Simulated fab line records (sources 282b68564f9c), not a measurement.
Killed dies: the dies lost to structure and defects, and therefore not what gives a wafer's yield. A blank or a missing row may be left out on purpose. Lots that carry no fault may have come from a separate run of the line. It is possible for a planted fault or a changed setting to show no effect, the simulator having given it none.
fab line records	flow ritCmos
record: lots: 13	wafers: 39	lastDay: 7
route steps=202 shown NRETRO@62 FOX2@80 GATE@96 PLDD@123 M1@202
lots that met no fault: from a run of the same line without faults
startH: hours from the record's opening day to when the first of the lot's shown wafers began	waitH: hours from the lot's prior step to this one	" same as the row above	L1.1+2: a single row standing in for several wafers	- value missing, or start not given	* or withheld: withheld	< > ~ a bound
route shown NAME@n: names a module that has steps shown in the file, with the first one's number in the route	usual: mean and standard deviation over wafers with no fault	same: alike in all rows	chamber/n: place in a boat	sites: readings site by site	_std_site: the standard deviation of these	_edge_site: mean of outer sites minus mean of inner sites	radiusMm: for every site, how far away it sits from the centre of the wafer	mask NAME#n: copy n	behind: the last tool/chamber to shape the wafer	hold: why the lot was held/for how many hours/how that ended	device: whichever transistor did not switch (one of n, p or np)	end of line: at the end of the route, the tests of the same wafers	for a step that has no rows: nothing shown but its recipe	killed: at the first sort, the dies lost to defects and structure; wafer yield is something else	map: a wafer's dies, marking killed ones x, the rest . and places with no die _
set.NAME: the run value of the setting; set.NAME@STEP: its run value at that earlier step	model.NAME: the simulator's own value behind a step, which no gauge read
route steps across a sampled set of lots; one table per step, one row per wafer
services: a tool's chamber out of use, with start hour (startH, from the record's first day; less than 0 if before it), hours out, and reason
== steps ==
step: RIT_NRETRO_STRIP_09
recipe: chemistry: O2	timeS: 180	resist: NOVOLAK	platenTempC: withheld	powerW: 500	pressureMtorr: 4000	o2FlowSccm: 4000
usual: drypumpMotorCurrentA: 5.9/0.39	runLengthS: 208.2/0.46
lot.wafer	tool	chamber	startH	waitH	drypumpMotorCurrentA	rfHoursCounterH	runLengthS
L664.4	plasmaAsher-01	0	34.83	0.1	5.2	-	208.4
L664.5	"	1	"	"	6.1	-	207.5
L664.6	"	0	"	"	5.2	-	208.2
L668.2	plasmaAsher-02	1	52.88	0.1	5.7	26	208.2
L668.4	"	1	"	"	5.7	-	208.1
L668.5	"	1	"	"	5.7	-	207.9
L669.1	plasmaAsher-01	0	60.56	0.1	5.2	42	208.5
L669.4	"	0	"	"	5.3	-	208.0
L669.6	"	1	"	"	6.1	-	207.3
L672.1	plasmaAsher-02	0	72.39	0.1	6.2	28	208.7
L672.4	"	1	"	"	5.7	-	208.5
L672.6	"	0	"	"	6.2	-	209.1
L673.3	plasmaAsher-04	0	79.54	0.1	6.4	-	207.9
L673.5	"	0	"	"	6.4	-	207.9
L673.6	"	1	"	"	5.8	-	208.3
L674.1	plasmaAsher-04	0	85.88	0.1	6.4	46	208.0
L674.2	"	1	"	"	5.7	46	208.5
L674.4	"	1	"	"	5.7	-	208.6
L675.1	plasmaAsher-04	0	91.40	0.1	6.4	47	207.9
L675.2	"	1	"	"	5.7	47	208.3
L675.5	"	0	"	"	6.4	-	208.0
L676.1	plasmaAsher-04	1	96.17	0.1	5.8	47	208.4
L676.4	"	1	"	"	5.7	-	208.9
L676.6	"	1	"	"	5.7	-	208.6
L677.2	plasmaAsher-01	0	101.36	0.1	5.2	46	208.0
L677.3	"	0	"	"	5.2	-	208.1
L677.5	"	1	"	"	6.1	-	207.7
L678.1	plasmaAsher-04	1	105.29	0.1	5.7	48	208.6
L678.5	"	0	"	"	6.4	-	208.1
L678.6	"	1	"	"	5.7	-	208.4
L680.1	plasmaAsher-04	0	113.55	0.1	6.4	49	207.8
L680.2	"	1	"	"	5.7	49	208.5
L680.6	"	0	"	"	6.4	-	208.0
L682.2	plasmaAsher-02	0	123.69	0.1	6.2	34	209.1
L682.3	"	0	"	"	6.2	-	208.6
L682.4	"	1	"	"	5.7	-	208.2
L686.1	plasmaAsher-04	1	142.86	0.1	5.7	53	208.6
L686.2	"	0	"	"	6.4	53	207.7
L686.5	"	0	"	"	6.4	-	207.7
step: RIT_FOX2_THK_MEAS_91
recipe: reads: SiO2_of_FOX2_OXIDATION_00
usual: FIELD_OXIDE_LEFT_2_THK: 257/5.6
lot.wafer	tool	chamber	startH	waitH	FIELD_OXIDE_LEFT_2_THK[nm]
L664.4	filmMetro-01	-	37.34	0.0	255
L664.5	"	-	"	"	261
L664.6	"	-	"	"	256
L668.2	filmMetro-04	-	55.10	0.0	263
L668.4	"	-	"	"	252
L668.5	"	-	"	"	260
L669.1	filmMetro-04	-	62.77	0.0	249
L669.4	"	-	"	"	251
L669.6	"	-	"	"	250
L672.1	filmMetro-01	-	74.60	0.0	267
L672.4	"	-	"	"	265
L672.6	"	-	"	"	266
L673.3	filmMetro-04	-	81.97	0.0	257
L673.5	"	-	"	"	250
L673.6	"	-	"	"	263
L674.1	filmMetro-02	-	88.26	0.0	270
L674.2	"	-	"	"	254
L674.4	"	-	"	"	266
L675.1	filmMetro-04	-	93.85	0.0	264
L675.2	"	-	"	"	261
L675.5	"	-	"	"	267
L676.1	filmMetro-04	-	98.37	0.0	258
L676.4	"	-	"	"	255
L676.6	"	-	"	"	255
L677.2	filmMetro-01	-	103.58	0.0	249
L677.3	"	-	"	"	254
L677.5	"	-	"	"	247
L678.1	filmMetro-04	-	107.50	0.0	255
L678.5	"	-	"	"	252
L678.6	"	-	"	"	254
L680.1	filmMetro-04	-	115.75	0.0	255
L680.2	"	-	"	"	260
L680.6	"	-	"	"	256
L682.2	filmMetro-02	-	126.03	0.0	256
L682.3	"	-	"	"	257
L682.4	"	-	"	"	268
L686.1	filmMetro-01	-	145.32	0.0	244
L686.2	"	-	"	"	243
L686.5	"	-	"	"	245
step: RIT_GATE_STRIP_20
recipe: chemistry: O2	timeS: 180	resist: NOVOLAK	platenTempC: withheld	powerW: 500	pressureMtorr: 4000	o2FlowSccm: 4000
usual: drypumpMotorCurrentA: 6.0/0.33	runLengthS: 208.3/0.42
lot.wafer	tool	chamber	startH	waitH	drypumpMotorCurrentA	rfHoursCounterH	runLengthS
L664.4	plasmaAsher-03	1	46.62	0.1	5.2	-	207.9
L664.5	"	0	"	"	5.8	-	207.8
L664.6	"	1	"	"	5.2	-	207.8
L668.2	plasmaAsher-02	0	60.30	0.1	6.2	27	208.5
L668.4	"	0	"	"	6.2	-	208.7
L668.5	"	1	"	"	5.7	-	207.9
L669.1	plasmaAsher-02	0	69.55	0.1	6.2	28	209.3
L669.4	"	1	"	"	5.7	-	208.3
L669.6	"	0	"	"	6.2	-	208.6
L672.1	plasmaAsher-04	1	82.73	0.1	5.7	46	209.1
L672.4	"	1	"	"	5.8	-	208.3
L672.6	"	0	"	"	6.4	-	207.8
L673.3	plasmaAsher-02	0	91.24	0.1	6.2	-	208.9
L673.5	"	0	"	"	6.2	-	208.7
L673.6	"	1	"	"	5.8	-	208.4
L674.1	plasmaAsher-04	1	94.41	0.1	5.8	47	208.4
L674.2	"	0	"	"	6.4	47	207.9
L674.4	"	0	"	"	6.4	-	207.8
L675.1	plasmaAsher-02	0	101.55	0.1	6.2	31	208.5
L675.2	"	1	"	"	5.7	31	207.9
L675.5	"	0	"	"	6.2	-	208.9
L676.1	plasmaAsher-04	1	106.49	0.1	5.7	48	209.2
L676.4	"	0	"	"	6.4	-	208.6
L676.6	"	0	"	"	6.4	-	207.8
L677.2	plasmaAsher-04	0	109.79	0.1	6.4	49	207.9
L677.3	"	1	"	"	5.7	-	208.8
L677.5	"	1	"	"	5.8	-	208.5
L678.1	plasmaAsher-04	0	117.87	0.1	6.4	50	207.7
L678.5	"	1	"	"	5.8	-	208.9
L678.6	"	0	"	"	6.4	-	207.8
L680.1	plasmaAsher-04	0	123.01	0.1	6.4	50	207.9
L680.2	"	1	"	"	5.7	50	208.7
L680.6	"	0	"	"	6.4	-	208.0
L682.2	plasmaAsher-02	1	131.83	0.1	5.7	35	208.0
L682.3	"	1	"	"	5.7	-	208.3
L682.4	"	0	"	"	6.2	-	208.8
L686.1	plasmaAsher-04	0	154.94	0.1	6.4	54	207.8
L686.2	"	1	"	"	5.8	54	208.8
L686.5	"	1	"	"	5.8	-	209.0
step: RIT_PLDD_STRIP_09
recipe: chemistry: O2	timeS: 180	resist: NOVOLAK	platenTempC: withheld	powerW: 500	pressureMtorr: 4000	o2FlowSccm: 4000
usual: drypumpMotorCurrentA: 6.0/0.32	runLengthS: 208.3/0.4
lot.wafer	tool	chamber	startH	waitH	drypumpMotorCurrentA	rfHoursCounterH	runLengthS
L664.4	plasmaAsher-04	1	53.77	0.1	5.8	-	208.6
L664.5	"	1	"	"	5.7	-	208.3
L664.6	"	0	"	"	6.4	-	208.2
L668.2	plasmaAsher-02	0	68.98	0.1	6.2	28	208.6
L668.4	"	1	"	"	5.8	-	208.3
L668.5	"	0	"	"	6.2	-	208.7
L669.1	plasmaAsher-04	0	77.01	0.1	6.4	45	207.8
L669.4	"	1	"	"	5.7	-	208.7
L669.6	"	1	"	"	5.7	-	208.8
L672.1	plasmaAsher-01	1	91.39	0.1	6.1	45	207.2
L672.4	"	1	"	"	6.1	-	207.6
L672.6	"	1	"	"	6.1	-	207.3
L673.3	plasmaAsher-02	1	98.25	0.1	5.8	-	208.1
L673.5	"	1	"	"	5.7	-	208.2
L673.6	"	0	"	"	6.2	-	208.7
L674.1	plasmaAsher-04	0	100.96	0.1	6.4	48	208.3
L674.2	"	1	"	"	5.8	48	208.6
L674.4	"	1	"	"	5.7	-	208.4
L675.1	plasmaAsher-02	0	108.82	0.1	6.2	32	209.2
L675.2	"	1	"	"	5.7	32	208.2
L675.5	"	0	"	"	6.2	-	209.1
L676.1	plasmaAsher-04	0	114.72	0.1	6.4	49	207.8
L676.4	"	0	"	"	6.4	-	207.7
L676.6	"	1	"	"	5.7	-	208.4
L677.2	plasmaAsher-02	0	117.32	0.1	6.2	33	208.9
L677.3	"	0	"	"	6.2	-	208.8
L677.5	"	1	"	"	5.7	-	208.4
L678.1	plasmaAsher-04	1	123.84	0.1	5.8	51	208.2
L678.5	"	1	"	"	5.7	-	208.5
L678.6	"	0	"	"	6.4	-	208.7
L680.1	plasmaAsher-04	0	129.09	0.2	6.4	51	207.9
L680.2	"	1	"	"	5.8	51	208.4
L680.6	"	0	"	"	6.4	-	208.1
L682.2	plasmaAsher-04	0	138.88	0.1	6.4	53	72.4
L682.3	"	1	"	"	5.8	-	72.3
L682.4	"	0	"	"	6.4	-	72.5
L686.1	plasmaAsher-01	1	161.59	0.1	6.1	4	207.8
L686.2	"	0	"	"	5.2	4	208.4
L686.5	"	1	"	"	6.1	-	207.4
step: RIT_M1_PROBE_99
usual: killedAtContacts: 0.0/0.22	killedAtFrontEnd: 6.5/2.8	killedDies: 6.5/2.8	killedOnRim: 1.7/1.3	killedOpen: 3.2/1.8	killedShort: 3.3/2
same: grossDies: 264	killed_at_M0_to_M3: 0	killed_at_M4_up: 0	killedAtBackSide: 0	killedAtOther: 0
lot.wafer	tool	chamber	startH	waitH	killedAtContacts	killedAtFrontEnd	killedDies	killedOnRim	killedOpen	killedShort
L664.4	prober-01	-	68.54	0.2	0	7	7	1	4	2
L664.5	prober-01	-	68.59	0.2	0	5	5	2	4	1
L664.6	prober-01	-	68.64	0.2	0	5	5	2	3	1
L668.2	prober-02	-	83.11	0.1	0	3	3	0	1	2
L668.4	prober-02	-	83.21	0.2	0	9	9	1	4	5
L668.5	prober-02	-	83.26	0.2	0	7	7	0	4	3
L669.1	prober-02	-	91.57	0.1	0	7	7	2	4	3
L669.4	prober-02	-	91.72	0.2	0	5	5	0	2	3
L669.6	prober-02	-	91.82	0.2	0	10	10	1	4	6
L678.1	prober-02	-	139.63	0.1	0	11	11	4	7	4
L678.5	prober-02	-	139.83	0.2	0	4	4	0	1	3
L678.6	prober-02	-	139.88	0.2	0	7	7	0	4	3
L682.2	prober-01	-	153.14	0.1	0	264	264	70	0	5
L682.3	prober-01	-	153.19	0.2	0	264	264	70	2	1
L682.4	prober-01	-	153.24	0.2	0	264	264	70	1	4
killed by level:class
L664.4 FOX1:geometricParticle:open=1 FOX2:geometricParticle:open=1 GATE:geometricParticle:open=1 REOX:geometricParticle:short=1 SPACER:geometricParticle:open=1 SPACER:geometricParticle:short=1 PLDD:coatMicrobubblePrinted=1
L664.5 GATE:geometricParticle:open=2 FOX2:geometricParticle:open=1 REOX:geometricParticle:open=1 SILICIDE:geometricParticle:short=1
L664.6 FOX2:geometricParticle:open=1 GATE:geometricParticle:short=1 GATE:geometricParticle:open=1 SPACER:geometricParticle:open=1 PLDD:coatMicrobubblePrinted=1
L668.2 FOX2:geometricParticle:short=1 GATE:geometricParticle:short=1 GATE:geometricParticle:open=1
L668.4 FOX1:geometricParticle:open=2 REOX:geometricParticle:short=2 FOX2:geometricParticle:short=1 GATE:geometricParticle:short=1 GATE:geometricParticle:open=1 SILICIDE:geometricParticle:short=1 SILICIDE:geometricParticle:open=1
L668.5 GATE:geometricParticle:open=3 GATE:geometricParticle:short=2 FOX2:geometricParticle:short=1 SPACER:geometricParticle:open=1
L669.1 GATE:geometricParticle:open=2 FOX2:geometricParticle:open=1 GATE:geometricParticle:short=1 SPACER:geometricParticle:short=1 SILICIDE:geometricParticle:short=1 SILICIDE:geometricParticle:open=1
L669.4 FOX2:geometricParticle:open=1 FOX2:geometricParticle:short=1 GATE:geometricParticle:short=1 GATE:geometricParticle:open=1 SPACER:geometricParticle:short=1
L669.6 GATE:geometricParticle:short=4 GATE:geometricParticle:open=2 FOX2:geometricParticle:open=1 SPACER:geometricParticle:short=1 SILICIDE:geometricParticle:short=1 SILICIDE:geometricParticle:open=1
L678.1 GATE:geometricParticle:open=2 REOX:geometricParticle:open=2 SPACER:geometricParticle:open=2 SPACER:geometricParticle:short=2 FOX1:geometricParticle:short=1 GATE:geometricParticle:short=1 SILICIDE:geometricParticle:open=1
L678.5 FOX1:geometricParticle:short=1 FOX2:geometricParticle:short=1 REOX:geometricParticle:short=1 SILICIDE:geometricParticle:open=1
L678.6 GATE:geometricParticle:short=2 SPACER:geometricParticle:open=2 GATE:geometricParticle:open=1 REOX:geometricParticle:short=1 SILICIDE:geometricParticle:open=1
L682.2 SPACER:areaCvd=259 SILICIDE:geometricParticle:short=2 FOX1:geometricParticle:short=1 FOX2:geometricParticle:short=1 GATE:geometricParticle:short=1
L682.3 SPACER:areaCvd=261 FOX1:geometricParticle:open=1 FOX2:geometricParticle:short=1 GATE:geometricParticle:open=1
L682.4 SPACER:areaCvd=259 GATE:geometricParticle:short=2 FOX1:geometricParticle:short=1 FOX2:geometricParticle:open=1 REOX:geometricParticle:short=1
== services ==
tool	chamber	startH	hours	kind
plasmaAsher-04	-	13.78	1.1	repair
plasmaAsher-02	-	38.91	2.8	pm
plasmaAsher-01	-	75.98	2.8	pm
plasmaAsher-03	-	102.96	1.5	repair
plasmaAsher-01	-	108.75	9.0	pm
plasmaAsher-01	0	108.75	9.0	ventCycle
plasmaAsher-01	1	108.75	9.0	ventCycle
plasmaAsher-01	0	117.75	-	clean
plasmaAsher-01	1	117.75	-	clean
plasmaAsher-02	-	119.58	1.3	repair
plasmaAsher-01	-	123.57	7.8	repair
== key ==
firstSign: step: RIT_PLDD_STRIP_09	reading: runLengthS	direction: down	sigmas: 99+	usual: *	struck: *
effect: step: RIT_M1_PROBE_99	reading: killedAtFrontEnd	direction: up	sigmas: 94	usual: 6.5	struck: 264
moreKillsBornAt: RIT_SPACER_CVD_03@lpcvd-01: 779
metAt RIT_PLDD_STRIP_09
struckLots L682
laterRowsLeftOut L682.2,L682.3,L682.4
testerLeftOut L682
notActingAt RIT_NRETRO_STRIP_09,RIT_FOX2_THK_MEAS_91,RIT_GATE_STRIP_20
onsetBetween 129.09 138.88
fault: kind: stripAborted	tool: plasmaAsher-04	chamber: -	onsetH: 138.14	steps: RIT_PLDD_STRIP_09	offset: 0.6	endH: 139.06
testerLeftOut: of these lots the tester's yield and bins aren't shown, on N5 and GAA mostly nor the transistor test; their killed dies are dies lost to structure and defects alone, not to doping, threshold or leakage, so they don't give the yield
laterRowsLeftOut: the simulator's readings of these wafers behind a module that went badly wrong aren't trusted and aren't shown, but for the sort
